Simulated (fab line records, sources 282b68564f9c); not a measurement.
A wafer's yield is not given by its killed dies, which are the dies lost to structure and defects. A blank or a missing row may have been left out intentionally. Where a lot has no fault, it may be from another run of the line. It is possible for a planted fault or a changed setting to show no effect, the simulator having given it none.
Which tool is to blame? || flow rit cmos || 7 lots, 21 wafers sampled, at 2 steps of a route of 202

== WHAT THE GAUGES READ, wafer by wafer ==
RIT_PLDD_OVL_MEAS_06.
{"lot": "L161", "measured": "day 3 10:41", "on": "overlay-02", "PLDD_OVL (nm)": "2.9 2.2 0.1"}
{"lot": "L164", "measured": "day 4 00:04", "on": "overlay-02", "PLDD_OVL (nm)": "-0.9 -0.1 0.1"}
{"lot": "L169", "measured": "day 5 01:18", "on": "overlay-02", "PLDD_OVL (nm)": "-2.7 -0.9 -1.3"}
{"lot": "L174", "measured": "day 6 03:12", "on": "overlay-01", "PLDD_OVL (nm)": "-147.3 -148.1 -146.8"}
{"lot": "L176", "measured": "day 6 15:07", "on": "overlay-02", "PLDD_OVL (nm)": "-0.8 -1.7 -0.5"}
{"lot": "L179", "measured": "day 7 07:32", "on": "overlay-02", "PLDD_OVL (nm)": "1.6 0.6 0.0"}
{"lot": "L181", "measured": "day 7 16:36", "on": "overlay-02", "PLDD_OVL (nm)": "1.0 1.4 0.3"}

== TOOL THAT RAN EACH LOT (tool first, then ch and the chambers of the sampled wafers, then the start) ==
{"lot": "L161", "RIT_PLDD_EXPOSE_03": "iline stepper-01 ch 0, day 3 10:17"}
{"lot": "L164", "RIT_PLDD_EXPOSE_03": "iline stepper-01 ch 0, day 3 23:40"}
{"lot": "L169", "RIT_PLDD_EXPOSE_03": "iline stepper-01 ch 0, day 5 00:54"}
{"lot": "L174", "RIT_PLDD_EXPOSE_03": "iline stepper-02 ch 0, day 6 02:49"}
{"lot": "L176", "RIT_PLDD_EXPOSE_03": "iline stepper-01 ch 0, day 6 14:43"}
{"lot": "L179", "RIT_PLDD_EXPOSE_03": "iline stepper-01 ch 0, day 7 07:08"}
{"lot": "L181", "RIT_PLDD_EXPOSE_03": "iline stepper-01 ch 0, day 7 16:13"}
- RIT_PLDD_EXPOSE_03: exposes mask M8, target cd 40900 nm.

== THE ANSWER, worked out from the rows above alone ==
Rule: the usual values come from the lots themselves. The widest of any qualifying gaps counts: lots, ordered by their means at a reading, are off when they make up no more than a third of the lots, leave a main group of 4 or more, and stand apart from it by 3 or more times the standard deviation of that group's means. If all means in a main group match to the digits the tables above print for the reading, that group is not used. A lot without any number at a reading at which 4 lots or more have one is off too. Where the step has rows for the other lots, those lots are counted as sound.
Off: L174, at RIT_PLDD_OVL_MEAS_06 (PLDD_OVL). Main group: mean 0.1 nm, sd 1.2.
If a tool, at a process step before that reading, ran all the lots that are off and no sound lot after the first of them, it fits. Gauges at RIT_PLDD_OVL_MEAS_06: tried the same way as those tools. Undecided on this evidence; 2 tools fit (iline stepper-02 at RIT_PLDD_EXPOSE_03, overlay-01 at RIT_PLDD_OVL_MEAS_06).

== WHAT HAD BEEN PUT IN BY THE SIMULATOR ==
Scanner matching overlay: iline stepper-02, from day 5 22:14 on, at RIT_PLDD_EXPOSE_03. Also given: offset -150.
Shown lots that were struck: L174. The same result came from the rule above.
